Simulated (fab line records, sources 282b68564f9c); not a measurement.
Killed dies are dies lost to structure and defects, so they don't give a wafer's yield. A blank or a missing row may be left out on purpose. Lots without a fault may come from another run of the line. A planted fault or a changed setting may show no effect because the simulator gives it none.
Tool commonality check | flow rit_cmos | 14 lots, 48 wafers sampled

WHY IT WAS OPENED
At RIT_NWELL_TW_MEAS_10 the reading NWELL_TW is flagged on 2 of 14 lots. Wafers without a fault read 2141, standard deviation 18.
Rule: a lot is flagged when every wafer of it that has a number lies more than 4 standard deviations from that mean, or none has a number. The other lots count as sound.

lot  | measured    | on            | NWELL_TW, wafer by wafer      | flag
L865 | day 2 00:55 | film_metro-02 | 2147 2146 2146                |
L866 | day 2 09:17 | film_metro-02 | 2163 2148 2156                |
L867 | day 2 10:59 | film_metro-04 | 2142 2132 2147                |
L868 | day 2 16:10 | film_metro-04 | 2131 2132 2136                |
L869 | day 2 22:40 | film_metro-04 | 2144 2139 2133                |
L875 | day 4 01:49 | film_metro-02 | 2163 2171 2154                |
L876 | day 4 08:05 | film_metro-02 | 2358 2339 2344 2354 2341 2344 | FLAGGED
L877 | day 4 14:48 | film_metro-01 | 2303 2313 2316 2311 2307 2307 | FLAGGED
L879 | day 5 01:02 | film_metro-01 | 2116 2107 2118                |
L880 | day 5 06:10 | film_metro-04 | 2141 2137 2142                |
L883 | day 5 23:26 | film_metro-01 | 2117 2117 2121                |
L884 | day 6 03:14 | film_metro-02 | 2134 2150 2145                |
L887 | day 6 17:07 | film_metro-01 | 2148 2127 2132                |
L888 | day 6 20:51 | film_metro-04 | 2148 2140 2146                |
The numbers of the flagged lots are 2328 on average: +187 against the usual, or +10 standard deviations.

WHICH TOOL RAN EACH LOT
The record holds 1 process step before the reading, out of a route of 202 steps. In each cell: the tool, then ch and the chambers that the sampled wafers went through, then the start.
lot  | flag    | RIT_NWELL_IMPLANT_08
L865 |         | implanter-04 ch 0, day 2 00:36
L866 |         | implanter-04 ch 0, day 2 08:58
L867 |         | implanter-01 ch 0, day 2 10:40
L868 |         | implanter-04 ch 0, day 2 15:51
L869 |         | implanter-04 ch 0, day 2 22:20
L875 |         | implanter-01 ch 0, day 4 01:32
L876 | FLAGGED | implanter-04 ch 0, day 4 07:46
L877 | FLAGGED | implanter-04 ch 0, day 4 14:29
L879 |         | implanter-01 ch 0, day 5 00:43
L880 |         | implanter-02 ch 0, day 5 05:51
L883 |         | implanter-01 ch 0, day 5 23:08
L884 |         | implanter-01 ch 0, day 6 02:55
L887 |         | implanter-02 ch 0, day 6 16:48
L888 |         | implanter-01 ch 0, day 6 20:32
What these steps do:
- RIT_NWELL_IMPLANT_08
- RIT_NWELL_TW_MEAS_10

FLAGGED OVER TOTAL, TOOL BY TOOL (the gauges that took the reading come last)
step                 | tool          | lots run | flagged | share of the flagged lots | sound lots run after its first flagged lot
RIT_NWELL_IMPLANT_08 | implanter-01  | 6        | 0       | none                      | -
RIT_NWELL_IMPLANT_08 | implanter-02  | 2        | 0       | none                      | -
RIT_NWELL_IMPLANT_08 | implanter-04  | 6        | 2       | all                       | 0
RIT_NWELL_TW_MEAS_10 | film_metro-01 | 4        | 1       | some                      | 3 (L879,L883,L887)
RIT_NWELL_TW_MEAS_10 | film_metro-02 | 5        | 1       | some                      | 1 (L884)
RIT_NWELL_TW_MEAS_10 | film_metro-04 | 5        | 0       | none                      | -

WHAT THE TABLE ALLOWS
1 row of the table ran every flagged lot: implanter-04 at RIT_NWELL_IMPLANT_08.
- implanter-04 at RIT_NWELL_IMPLANT_08: 2 of its 6 lots flagged. Its last sound lot is L869 (day 2 22:20), its first flagged lot L876 (day 4 07:46): a fault that began between those two fits. Its own readings lie more than 4 standard deviations out on every wafer of the flagged lots: dose_ions_cm2, faraday_current_uA.
One tool is left: implanter-04 at RIT_NWELL_IMPLANT_08.

WHAT THE SIMULATOR HAD PUT IN
Process parameter drift: implanter-04, from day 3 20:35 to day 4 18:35, at RIT_NWELL_IMPLANT_08. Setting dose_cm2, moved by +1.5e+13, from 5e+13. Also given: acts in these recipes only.
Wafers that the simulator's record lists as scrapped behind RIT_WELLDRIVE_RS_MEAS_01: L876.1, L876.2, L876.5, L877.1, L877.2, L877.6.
Lots struck among those shown: L876, L877. The rule above found the same.
